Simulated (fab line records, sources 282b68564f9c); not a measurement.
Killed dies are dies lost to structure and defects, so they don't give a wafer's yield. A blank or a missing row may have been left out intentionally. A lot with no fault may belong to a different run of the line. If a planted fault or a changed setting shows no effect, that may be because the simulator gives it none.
What tool caused it? | flow rit_cmos | 13 lots with 39 wafers sampled at 2 steps, on a route of 202 steps

== WHAT EACH GAUGE READ, for each wafer ==
The record holds no reading of a measuring or inspecting step that can be judged against a usual standard deviation.

== WHICH TOOL RAN EACH LOT (tool, then ch and the chambers of the sampled wafers, then the start) ==
lot  | RIT_SPACER_CLEAN_00            | RIT_M1_PROBE_99
L773 | wet_bench-03 ch 3, day 3 10:22 | -
L775 | wet_bench-04 ch 1, day 3 19:42 | -
L778 | wet_bench-02 ch 2, day 4 12:32 | -
L779 | wet_bench-04 ch 1, day 4 20:11 | -
L780 | wet_bench-03 ch 1, day 4 23:00 | -
L782 | wet_bench-03 ch 2, day 5 06:17 | -
L783 | wet_bench-02 ch 3, day 5 13:32 | -
L785 | wet_bench-03 ch 1, day 5 23:14 | -
L786 | wet_bench-03 ch 3, day 6 06:57 | prober-01, day 6 20:29
L787 | wet_bench-04 ch 3, day 6 07:06 | -
L789 | wet_bench-03 ch 0, day 6 18:57 | -
L792 | wet_bench-03 ch 3, day 7 09:50 | -
L794 | wet_bench-03 ch 1, day 8 06:07 | -
- RIT_SPACER_CLEAN_00: cleans in SC1, time 600 s.
- RIT_M1_PROBE_99

== WHAT THE TOOLS THEMSELVES READ (means of the sampled wafers that have a number; where no wafer has one, the mark that the record gives instead) ==
RIT_SPACER_CLEAN_00. Usual: run_length_s reads 627.4 s (standard deviation 3).
lot  | tool         | run_length_s (s) | flag
L773 | wet_bench-03 | 625.7            |
L775 | wet_bench-04 | 626.2            |
L778 | wet_bench-02 | 625.5            |
L779 | wet_bench-04 | 633.3            |
L780 | wet_bench-03 | 624.4            |
L782 | wet_bench-03 | 626.5            |
L783 | wet_bench-02 | 627.4            |
L785 | wet_bench-03 | 630.7            |
L786 | wet_bench-03 | 625.9            |
L787 | wet_bench-04 | 628.6            |
L789 | wet_bench-03 | 625.6            |
L792 | wet_bench-03 | 722.3            | OFF
L794 | wet_bench-03 | 623.4            |

RIT_M1_PROBE_99. Usual: killed_at_contacts 0.1, standard deviation 0.23; killed_at_front_end 7, standard deviation 3; killed_dies 7, standard deviation 3; killed_open 3.3, standard deviation 1.8; killed_short 3.3, standard deviation 2.2.
lot  | tool      | killed_at_contacts | killed_at_front_end | killed_dies | killed_open | killed_short | flag
L786 | prober-01 | 0.0                | 4                   | 4           | 2.0         | 2.3          |

== THE ANSWER, worked out from the rows above alone ==
Rule: a lot counts as off when the mean over its wafers that have a number is more than 3 standard deviations away from the usual mean. Also off: a lot with no number at a reading for which 4 or more lots have one. Where the step has rows for the other lots, those lots are counted as sound. After the gauges, taken in route order, come the tools' own readings; for these a lot's mean is taken, as printed above. At the first step where some lot is off, the reading lying furthest off is the one used; lots without a number count as furthest.
Off: L792, at RIT_SPACER_CLEAN_00 (run_length_s).
If a tool, at that step or one of the process steps before it, ran each lot that is off and ran no sound lot following the first of them, it fits. No candidate that was tried fits.

== WHAT THE SIMULATOR PUT IN ==
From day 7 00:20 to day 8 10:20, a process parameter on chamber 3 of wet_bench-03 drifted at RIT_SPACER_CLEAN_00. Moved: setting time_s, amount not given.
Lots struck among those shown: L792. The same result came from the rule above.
